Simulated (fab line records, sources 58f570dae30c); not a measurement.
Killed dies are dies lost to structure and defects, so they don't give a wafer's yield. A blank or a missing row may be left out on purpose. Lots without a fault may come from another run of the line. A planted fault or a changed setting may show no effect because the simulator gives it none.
A struck lot beside a sound one | flow berkeley_cmos170 | 17 steps out of a route of 331
Sound: wafers L354.1, L354.4, L354.6. Struck: wafers L355.1, L355.3, L355.6. The cause comes at the end.
At each step with rows: each side's tool, then ch and its chambers, then its first start. Under that, the readings that differ: sound wafers | struck wafers | difference of the means | sigmas: that difference in standard deviations of wafers without a fault.
alike: readings whose means differ by less than 2 such deviations, and words and numbers that are the same on both sides. not compared: withheld readings, readings that some wafer has no value for, bounds like >300 that may hide the same value, and numbers for which the record gives no deviation and whose values overlap.
The two part at a step that has a row with sigmas, a row that says differs or no value, or rows on one side only. Numbers that don't overlap but have no deviation are shown without sigmas and don't part them. A reading that every wafer of one side lacks parts them only if that side has two wafers or more.

UCB170_SACOX_THK_MEAS_02:
  sound on film_metro-04, day 7 04:36; struck on film_metro-03, day 7 04:36
  alike: SACOX_OXIDE_THK
then, 2 steps without rows for these wafers: UCB170_SCREENOX_WET_ETCH_00 (etches SiO2 in dHF, time 200 s); UCB170_SCREENOX_OXIDATION_01 (target thk 14.4 nm, ox time 2400 s).
UCB170_SCREENOX_THK_MEAS_02:
  sound on film_metro-02, day 7 10:03; struck on film_metro-03, day 7 10:03
  alike: SCREENOX_OXIDE_THK
then, 7 steps without rows for these wafers: UCB170_SCREENOX_ANNEAL_03 (time 900 s); UCB170_NVT_HMDS_00 (prime time 60 s); UCB170_NVT_COAT_01 (resist thk 900 nm); UCB170_NVT_SOFTBAKE_02 (time 60 s); UCB170_NVT_EXPOSE_03 (exposes mask PWELL, target cd 3000 nm); UCB170_NVT_PEB_04; UCB170_NVT_DEVELOP_05 (develop time 45 s).
UCB170_NVT_OVL_MEAS_06:
  sound on overlay-02, day 7 16:00; struck on overlay-01, day 7 15:19
  alike: NVT_OVL
UCB170_NVT_IMPLANT_07:
  sound on implanter-02 ch 0, day 7 16:02; struck on implanter-02 ch 0, day 7 15:40
UCB170_NVT_STRIP_08: strips in O2.
  sound on plasma_asher-02 ch 0,1, day 7 16:11; struck on plasma_asher-01 ch 0, day 7 16:01
  alike: drypump_motor_current_A, oes_product_au, strip_time_to_endpoint_s
  not compared: rf_hours_counter_h
UCB170_NVT_TW_MEAS_09:
  sound on film_metro-04, day 7 16:17; struck on film_metro-04, day 7 16:07
  reading | sound       | struck      | difference | sigmas
  NVT_TW  | 518 524 521 | 645 652 646 | +127       | +28
then, 1 step without rows for these wafers: UCB170_NVT_CLEAN_10 (cleans in SPM, time 600 s).
-- the record jumps here: 2 days lie between the struck wafers' starts before and after (it left off in module NVT and takes up again in module M3, whose first step shown is number 331 of the route) --
UCB170_M3_PROBE_99:
  the record has rows for the struck wafers here (prober-01, day 10 02:41) and none for the sound ones

WHERE THEY PART
First at UCB170_NVT_TW_MEAS_09; last, within this record, at UCB170_M3_PROBE_99.

WHY: what the simulator had put in
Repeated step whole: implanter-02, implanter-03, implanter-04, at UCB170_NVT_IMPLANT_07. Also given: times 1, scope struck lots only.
